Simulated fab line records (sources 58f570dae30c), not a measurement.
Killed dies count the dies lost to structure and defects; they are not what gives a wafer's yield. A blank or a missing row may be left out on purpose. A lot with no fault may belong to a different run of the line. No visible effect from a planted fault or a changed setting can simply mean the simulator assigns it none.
The tool behind it: which one? || flow berkeleyCmos170 || 42 wafers from 14 lots sampled at 5 of the route's 331 steps

## WHAT THE GAUGES READ, wafer by wafer
UCB170_V2_OVL_MEAS_13. Usual: for V2_OVL the level is 1 nm and the standard deviation is 5.9.
{"lot": "L732", "measured": "day 7 11:54", "on": "overlay-02", "V2_OVL (nm)": "0 -2 0", "flag": ""}
{"lot": "L735", "measured": "day 8 08:23", "on": "overlay-01", "V2_OVL (nm)": "-2 11 -1", "flag": ""}
{"lot": "L734", "measured": "day 8 08:30", "on": "overlay-02", "V2_OVL (nm)": "-3 3 2", "flag": ""}
{"lot": "L736", "measured": "day 8 15:57", "on": "overlay-01", "V2_OVL (nm)": "-5 -2 -2", "flag": ""}
{"lot": "L737", "measured": "day 8 16:19", "on": "overlay-02", "V2_OVL (nm)": "1 12 -1", "flag": ""}
{"lot": "L739", "measured": "day 9 04:50", "on": "overlay-01", "V2_OVL (nm)": "-8 -1 -11", "flag": ""}
{"lot": "L741", "measured": "day 9 09:38", "on": "overlay-01", "V2_OVL (nm)": "-7 3 7", "flag": ""}
{"lot": "L742", "measured": "day 9 23:22", "on": "overlay-02", "V2_OVL (nm)": "5 -3 9", "flag": ""}
{"lot": "L744", "measured": "day 10 05:20", "on": "overlay-02", "V2_OVL (nm)": "1 -2 -3", "flag": ""}
{"lot": "L752", "measured": "day 11 12:17", "on": "overlay-01", "V2_OVL (nm)": "-7 1 -11", "flag": ""}
{"lot": "L750", "measured": "day 11 13:07", "on": "overlay-01", "V2_OVL (nm)": "6 11 -3", "flag": ""}
{"lot": "L748", "measured": "day 11 13:39", "on": "overlay-01", "V2_OVL (nm)": "5 0 9", "flag": ""}
{"lot": "L753", "measured": "day 12 01:41", "on": "overlay-02", "V2_OVL (nm)": "1 -5 0", "flag": ""}
{"lot": "L754", "measured": "day 12 00:58", "on": "overlay-01", "V2_OVL (nm)": "1 -8 -8", "flag": ""}

UCB170_M3_CD_MEAS_15 targets a cd of 700 nm. Usual: cdNm at 699.6 nm, with a standard deviation of 1.5.
{"lot": "L732", "measured": "day 7 17:03", "on": "cdSem-01", "cdNm (nm)": "701.1 698.0 699.7", "flag": ""}
{"lot": "L735", "measured": "day 8 11:07", "on": "cdSem-01", "cdNm (nm)": "700.1 699.9 700.7", "flag": ""}
{"lot": "L734", "measured": "day 8 11:22", "on": "cdSem-01", "cdNm (nm)": "699.4 700.5 699.7", "flag": ""}
{"lot": "L736", "measured": "day 8 18:34", "on": "cdSem-02", "cdNm (nm)": "701.5 699.3 701.0", "flag": ""}
{"lot": "L737", "measured": "day 8 19:08", "on": "cdSem-02", "cdNm (nm)": "700.0 700.2 700.1", "flag": ""}
{"lot": "L739", "measured": "day 9 07:43", "on": "cdSem-01", "cdNm (nm)": "698.9 701.1 700.1", "flag": ""}
{"lot": "L741", "measured": "day 9 12:17", "on": "cdSem-01", "cdNm (nm)": "705.9 706.4 707.6", "flag": "OFF"}
{"lot": "L742", "measured": "day 10 01:50", "on": "cdSem-02", "cdNm (nm)": "699.1 700.9 699.6", "flag": ""}
{"lot": "L744", "measured": "day 10 10:34", "on": "cdSem-01", "cdNm (nm)": "698.6 697.1 698.6", "flag": ""}
{"lot": "L752", "measured": "day 11 17:41", "on": "cdSem-02", "cdNm (nm)": "702.1 702.0 701.0", "flag": ""}
{"lot": "L750", "measured": "day 11 18:41", "on": "cdSem-02", "cdNm (nm)": "699.6 697.8 700.6", "flag": ""}
{"lot": "L748", "measured": "day 11 18:58", "on": "cdSem-01", "cdNm (nm)": "704.6 704.8 704.5", "flag": "OFF"}
{"lot": "L753", "measured": "day 12 04:01", "on": "cdSem-01", "cdNm (nm)": "701.5 701.0 699.6", "flag": ""}
{"lot": "L754", "measured": "day 12 03:50", "on": "cdSem-01", "cdNm (nm)": "696.7 698.1 698.1", "flag": ""}

## EACH LOT AND THE TOOL THAT RAN IT (in order: tool; ch and the chambers of the sampled wafers; start)
{"lot": "L732", "UCB170_M2_ETCH_17": "rieDiel-01 ch 0,1,3, day 7 08:58", "UCB170_V2_ETCH_14": "rieDiel-04 ch 1,2,3, day 7 11:56", "UCB170_M3_EXPOSE_12": "krfScanner-02 ch 0, day 7 16:20"}
{"lot": "L735", "UCB170_M2_ETCH_17": "rieDiel-03 ch 2,3, day 8 04:25", "UCB170_V2_ETCH_14": "rieDiel-04 ch 1,2, day 8 08:25", "UCB170_M3_EXPOSE_12": "krfScanner-02 ch 0, day 8 10:43"}
{"lot": "L734", "UCB170_M2_ETCH_17": "rieDiel-03 ch 0,1,2, day 8 04:52", "UCB170_V2_ETCH_14": "rieDiel-01 ch 0,1,3, day 8 08:32", "UCB170_M3_EXPOSE_12": "krfScanner-01 ch 0, day 8 10:59"}
{"lot": "L736", "UCB170_M2_ETCH_17": "rieDiel-03 ch 1,2, day 8 13:04", "UCB170_V2_ETCH_14": "rieDiel-01 ch 0,2,3, day 8 15:59", "UCB170_M3_EXPOSE_12": "krfScanner-01 ch 0, day 8 18:11"}
{"lot": "L737", "UCB170_M2_ETCH_17": "rieDiel-04 ch 0,1,3, day 8 13:20", "UCB170_V2_ETCH_14": "rieDiel-01 ch 0,1, day 8 16:20", "UCB170_M3_EXPOSE_12": "krfScanner-02 ch 0, day 8 18:44"}
{"lot": "L739", "UCB170_M2_ETCH_17": "rieDiel-04 ch 1,3, day 9 01:00", "UCB170_V2_ETCH_14": "rieDiel-04 ch 1,2,3, day 9 04:52", "UCB170_M3_EXPOSE_12": "krfScanner-02 ch 0, day 9 07:17"}
{"lot": "L741", "UCB170_M2_ETCH_17": "rieDiel-04 ch 0,2, day 9 07:13", "UCB170_V2_ETCH_14": "rieDiel-04 ch 0,1,2, day 9 09:40", "UCB170_M3_EXPOSE_12": "krfScanner-02 ch 0, day 9 11:34"}
{"lot": "L742", "UCB170_M2_ETCH_17": "rieDiel-01 ch 0,1, day 9 18:24", "UCB170_V2_ETCH_14": "rieDiel-02 ch 2,3, day 9 23:25", "UCB170_M3_EXPOSE_12": "krfScanner-01 ch 0, day 10 01:26"}
{"lot": "L744", "UCB170_M2_ETCH_17": "rieDiel-03 ch 0,1,2, day 10 02:39", "UCB170_V2_ETCH_14": "rieDiel-02 ch 0,2,3, day 10 05:22", "UCB170_M3_EXPOSE_12": "krfScanner-01 ch 0, day 10 08:58"}
{"lot": "L752", "UCB170_M2_ETCH_17": "rieDiel-03 ch 0,3, day 11 09:23", "UCB170_V2_ETCH_14": "rieDiel-04 ch 0,3, day 11 12:19", "UCB170_M3_EXPOSE_12": "krfScanner-01 ch 0, day 11 15:51"}
{"lot": "L750", "UCB170_M2_ETCH_17": "rieDiel-01 ch 1,3, day 11 09:42", "UCB170_V2_ETCH_14": "rieDiel-04 ch 0,3, day 11 13:08", "UCB170_M3_EXPOSE_12": "krfScanner-01 ch 0, day 11 17:34"}
{"lot": "L748", "UCB170_M2_ETCH_17": "rieDiel-04 ch 0,1,3, day 11 10:09", "UCB170_V2_ETCH_14": "rieDiel-04 ch 0,3, day 11 13:41", "UCB170_M3_EXPOSE_12": "krfScanner-02 ch 0, day 11 18:07"}
{"lot": "L753", "UCB170_M2_ETCH_17": "rieDiel-01 ch 2,3, day 11 22:14", "UCB170_V2_ETCH_14": "rieDiel-02 ch 0,2,3, day 12 01:43", "UCB170_M3_EXPOSE_12": "krfScanner-01 ch 0, day 12 03:37"}
{"lot": "L754", "UCB170_M2_ETCH_17": "rieDiel-04 ch 0,2, day 11 22:20", "UCB170_V2_ETCH_14": "rieDiel-04 ch 1,2,3, day 12 00:59", "UCB170_M3_EXPOSE_12": "krfScanner-01 ch 0, day 12 03:14"}
- UCB170_M2_ETCH_17: etches BARC in N2/H2.
- UCB170_V2_ETCH_14: etches SiO2 in CHF3/CF4/Ar, stops on Al, target depth 1250 nm, time 291 s.
- UCB170_M3_EXPOSE_12: exposes mask METAL3, target cd 700 nm.

## WHAT THE TOOLS THEMSELVES READ (means of the sampled wafers that have a number; where no wafer has one, the mark that the record gives instead)
UCB170_M2_ETCH_17. Usual: biasW 99.98 W, standard deviation 0.29; drypumpMotorCurrentA 5.7 A, standard deviation 0.35; oesProductAu 0.998 a.u., standard deviation 0.017; rfFwdPowerW 494.6 W, standard deviation 2.2; throttleValvePct 13.26 %, standard deviation 0.18.
{"lot": "L732", "tool": "rieDiel-01", "biasW (W)": 100.18, "drypumpMotorCurrentA (A)": 5.5, "oesProductAu (a.u.)": 0.991, "rfFwdPowerW (W)": 494.6, "throttleValvePct (%)": 13.24, "flag": ""}
{"lot": "L735", "tool": "rieDiel-03", "biasW (W)": 99.73, "drypumpMotorCurrentA (A)": 5.7, "oesProductAu (a.u.)": 1.003, "rfFwdPowerW (W)": 494.9, "throttleValvePct (%)": 13.05, "flag": ""}
{"lot": "L734", "tool": "rieDiel-03", "biasW (W)": 100.14, "drypumpMotorCurrentA (A)": 5.5, "oesProductAu (a.u.)": 1.019, "rfFwdPowerW (W)": 493.6, "throttleValvePct (%)": 13.29, "flag": ""}
{"lot": "L736", "tool": "rieDiel-03", "biasW (W)": 99.75, "drypumpMotorCurrentA (A)": 5.5, "oesProductAu (a.u.)": 1.017, "rfFwdPowerW (W)": 492.7, "throttleValvePct (%)": 13.11, "flag": ""}
{"lot": "L737", "tool": "rieDiel-04", "biasW (W)": 99.75, "drypumpMotorCurrentA (A)": 5.9, "oesProductAu (a.u.)": 0.993, "rfFwdPowerW (W)": 494.7, "throttleValvePct (%)": 13.28, "flag": ""}
{"lot": "L739", "tool": "rieDiel-04", "biasW (W)": 100.30, "drypumpMotorCurrentA (A)": 5.9, "oesProductAu (a.u.)": 1.003, "rfFwdPowerW (W)": 495.9, "throttleValvePct (%)": 13.31, "flag": ""}
{"lot": "L741", "tool": "rieDiel-04", "biasW (W)": 100.11, "drypumpMotorCurrentA (A)": 5.7, "oesProductAu (a.u.)": 0.994, "rfFwdPowerW (W)": 494.7, "throttleValvePct (%)": 13.16, "flag": ""}
{"lot": "L742", "tool": "rieDiel-01", "biasW (W)": 100.38, "drypumpMotorCurrentA (A)": 5.2, "oesProductAu (a.u.)": 1.027, "rfFwdPowerW (W)": 495.5, "throttleValvePct (%)": 13.17, "flag": ""}
{"lot": "L744", "tool": "rieDiel-03", "biasW (W)": 99.96, "drypumpMotorCurrentA (A)": 5.6, "oesProductAu (a.u.)": 1.014, "rfFwdPowerW (W)": 492.6, "throttleValvePct (%)": 13.27, "flag": ""}
{"lot": "L752", "tool": "rieDiel-03", "biasW (W)": 100.06, "drypumpMotorCurrentA (A)": 5.9, "oesProductAu (a.u.)": 0.992, "rfFwdPowerW (W)": 495.2, "throttleValvePct (%)": 13.23, "flag": ""}
{"lot": "L750", "tool": "rieDiel-01", "biasW (W)": 100.08, "drypumpMotorCurrentA (A)": 5.9, "oesProductAu (a.u.)": 0.978, "rfFwdPowerW (W)": 494.8, "throttleValvePct (%)": 13.30, "flag": ""}
{"lot": "L748", "tool": "rieDiel-04", "biasW (W)": 99.79, "drypumpMotorCurrentA (A)": 5.9, "oesProductAu (a.u.)": 0.990, "rfFwdPowerW (W)": 496.9, "throttleValvePct (%)": 13.28, "flag": ""}
{"lot": "L753", "tool": "rieDiel-01", "biasW (W)": 99.94, "drypumpMotorCurrentA (A)": 5.9, "oesProductAu (a.u.)": 0.981, "rfFwdPowerW (W)": 495.4, "throttleValvePct (%)": 13.47, "flag": ""}
{"lot": "L754", "tool": "rieDiel-04", "biasW (W)": 100.07, "drypumpMotorCurrentA (A)": 5.7, "oesProductAu (a.u.)": 0.994, "rfFwdPowerW (W)": 495.3, "throttleValvePct (%)": 13.18, "flag": ""}

UCB170_V2_ETCH_14. Usual: CHF3_flow_sccm 45.01 sccm, standard deviation 0.13; drypumpMotorCurrentA 5.8 A, standard deviation 0.44; oesProductAu 0.870 a.u., standard deviation 0.01; rfFwdPowerW 698.5 W, standard deviation 2.3; throttleValvePct 6.95 %, standard deviation 0.098.
{"lot": "L732", "tool": "rieDiel-04", "CHF3_flow_sccm (sccm)": 45.00, "drypumpMotorCurrentA (A)": 6.1, "oesProductAu (a.u.)": 0.874, "rfFwdPowerW (W)": 697.0, "throttleValvePct (%)": 6.86, "flag": ""}
{"lot": "L735", "tool": "rieDiel-04", "CHF3_flow_sccm (sccm)": 44.99, "drypumpMotorCurrentA (A)": 5.8, "oesProductAu (a.u.)": 0.880, "rfFwdPowerW (W)": 698.6, "throttleValvePct (%)": 6.87, "flag": ""}
{"lot": "L734", "tool": "rieDiel-01", "CHF3_flow_sccm (sccm)": 45.02, "drypumpMotorCurrentA (A)": 5.5, "oesProductAu (a.u.)": 0.868, "rfFwdPowerW (W)": 697.4, "throttleValvePct (%)": 6.89, "flag": ""}
{"lot": "L736", "tool": "rieDiel-01", "CHF3_flow_sccm (sccm)": 45.02, "drypumpMotorCurrentA (A)": 5.5, "oesProductAu (a.u.)": 0.872, "rfFwdPowerW (W)": 699.6, "throttleValvePct (%)": 7.00, "flag": ""}
{"lot": "L737", "tool": "rieDiel-01", "CHF3_flow_sccm (sccm)": 45.09, "drypumpMotorCurrentA (A)": 5.2, "oesProductAu (a.u.)": 0.866, "rfFwdPowerW (W)": 697.9, "throttleValvePct (%)": 6.83, "flag": ""}
{"lot": "L739", "tool": "rieDiel-04", "CHF3_flow_sccm (sccm)": 45.22, "drypumpMotorCurrentA (A)": 6.0, "oesProductAu (a.u.)": 0.878, "rfFwdPowerW (W)": 698.1, "throttleValvePct (%)": 6.86, "flag": ""}
{"lot": "L741", "tool": "rieDiel-04", "CHF3_flow_sccm (sccm)": 44.92, "drypumpMotorCurrentA (A)": 5.8, "oesProductAu (a.u.)": 0.877, "rfFwdPowerW (W)": 698.7, "throttleValvePct (%)": 6.87, "flag": ""}
{"lot": "L742", "tool": "rieDiel-02", "CHF3_flow_sccm (sccm)": 45.11, "drypumpMotorCurrentA (A)": 5.9, "oesProductAu (a.u.)": 0.876, "rfFwdPowerW (W)": 696.5, "throttleValvePct (%)": 6.98, "flag": ""}
{"lot": "L744", "tool": "rieDiel-02", "CHF3_flow_sccm (sccm)": 44.88, "drypumpMotorCurrentA (A)": 5.9, "oesProductAu (a.u.)": 0.871, "rfFwdPowerW (W)": 697.8, "throttleValvePct (%)": 7.00, "flag": ""}
{"lot": "L752", "tool": "rieDiel-04", "CHF3_flow_sccm (sccm)": 45.04, "drypumpMotorCurrentA (A)": 5.8, "oesProductAu (a.u.)": 0.858, "rfFwdPowerW (W)": 700.3, "throttleValvePct (%)": 6.92, "flag": ""}
{"lot": "L750", "tool": "rieDiel-04", "CHF3_flow_sccm (sccm)": 44.95, "drypumpMotorCurrentA (A)": 6.1, "oesProductAu (a.u.)": 0.864, "rfFwdPowerW (W)": 701.6, "throttleValvePct (%)": 6.91, "flag": ""}
{"lot": "L748", "tool": "rieDiel-04", "CHF3_flow_sccm (sccm)": 45.08, "drypumpMotorCurrentA (A)": 5.8, "oesProductAu (a.u.)": 0.858, "rfFwdPowerW (W)": 698.8, "throttleValvePct (%)": 6.93, "flag": ""}
{"lot": "L753", "tool": "rieDiel-02", "CHF3_flow_sccm (sccm)": 44.92, "drypumpMotorCurrentA (A)": 5.9, "oesProductAu (a.u.)": 0.878, "rfFwdPowerW (W)": 699.0, "throttleValvePct (%)": 7.00, "flag": ""}
{"lot": "L754", "tool": "rieDiel-04", "CHF3_flow_sccm (sccm)": 44.97, "drypumpMotorCurrentA (A)": 6.1, "oesProductAu (a.u.)": 0.876, "rfFwdPowerW (W)": 696.7, "throttleValvePct (%)": 6.87, "flag": ""}

UCB170_M3_EXPOSE_12. Usual: exposureDoseMJCm2 at 26.021, with a standard deviation of 0.026.
{"lot": "L732", "tool": "krfScanner-02", "exposureDoseMJCm2": 26.032, "flag": ""}
{"lot": "L735", "tool": "krfScanner-02", "exposureDoseMJCm2": 26.037, "flag": ""}
{"lot": "L734", "tool": "krfScanner-01", "exposureDoseMJCm2": 26.027, "flag": ""}
{"lot": "L736", "tool": "krfScanner-01", "exposureDoseMJCm2": 25.982, "flag": ""}
{"lot": "L737", "tool": "krfScanner-02", "exposureDoseMJCm2": 26.021, "flag": ""}
{"lot": "L739", "tool": "krfScanner-02", "exposureDoseMJCm2": 26.038, "flag": ""}
{"lot": "L741", "tool": "krfScanner-02", "exposureDoseMJCm2": 25.107, "flag": "OFF"}
{"lot": "L742", "tool": "krfScanner-01", "exposureDoseMJCm2": 26.032, "flag": ""}
{"lot": "L744", "tool": "krfScanner-01", "exposureDoseMJCm2": 26.005, "flag": ""}
{"lot": "L752", "tool": "krfScanner-01", "exposureDoseMJCm2": 26.007, "flag": ""}
{"lot": "L750", "tool": "krfScanner-01", "exposureDoseMJCm2": 26.034, "flag": ""}
{"lot": "L748", "tool": "krfScanner-02", "exposureDoseMJCm2": 25.307, "flag": "OFF"}
{"lot": "L753", "tool": "krfScanner-01", "exposureDoseMJCm2": 25.998, "flag": ""}
{"lot": "L754", "tool": "krfScanner-01", "exposureDoseMJCm2": 26.004, "flag": ""}

## THE ANSWER, worked out from the rows above alone
Rule: a lot counts as off when the mean over its wafers that have a number is more than 3 standard deviations away from the usual mean. A lot without any number at a reading at which 4 lots or more have one is off too. The other lots that the step has rows for count as sound. First the gauges in route order, then the tools' own readings, where a lot's mean is used as printed above. The first step at which some lot is off is used, and at that step the reading that is off furthest; a lot without a number counts as furthest.
Off: L741, L748 (UCB170_M3_CD_MEAS_15, cdNm).
If a tool, at a process step before that reading, ran all the lots that are off and no sound lot after the first of them, it fits. The gauges at UCB170_M3_CD_MEAS_15 aren't tried: what is off there is off at UCB170_M3_EXPOSE_12 too, on other tools, and a gauge's error can't cause that. One fits: krfScanner-02 at UCB170_M3_EXPOSE_12. A fault onset in the window from L739 (day 9 07:17, its last sound lot) to L741 (day 9 11:34, its first lot off) fits.
The tool's own readings at UCB170_M3_EXPOSE_12 bear it out: on the lots that are off they differ by more than 5 times the standard deviation of the sound lots' means. exposureDoseMJCm2 reads 25.207 there against 26.018 on the sound lots.

## WHAT THE SIMULATOR PUT IN
Process parameters drifting: krfScanner-02 at UCB170_M3_EXPOSE_12, beginning at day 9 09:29. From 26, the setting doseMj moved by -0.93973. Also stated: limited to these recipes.
Lots struck among those shown: L741, L748. The same result came from the rule above.
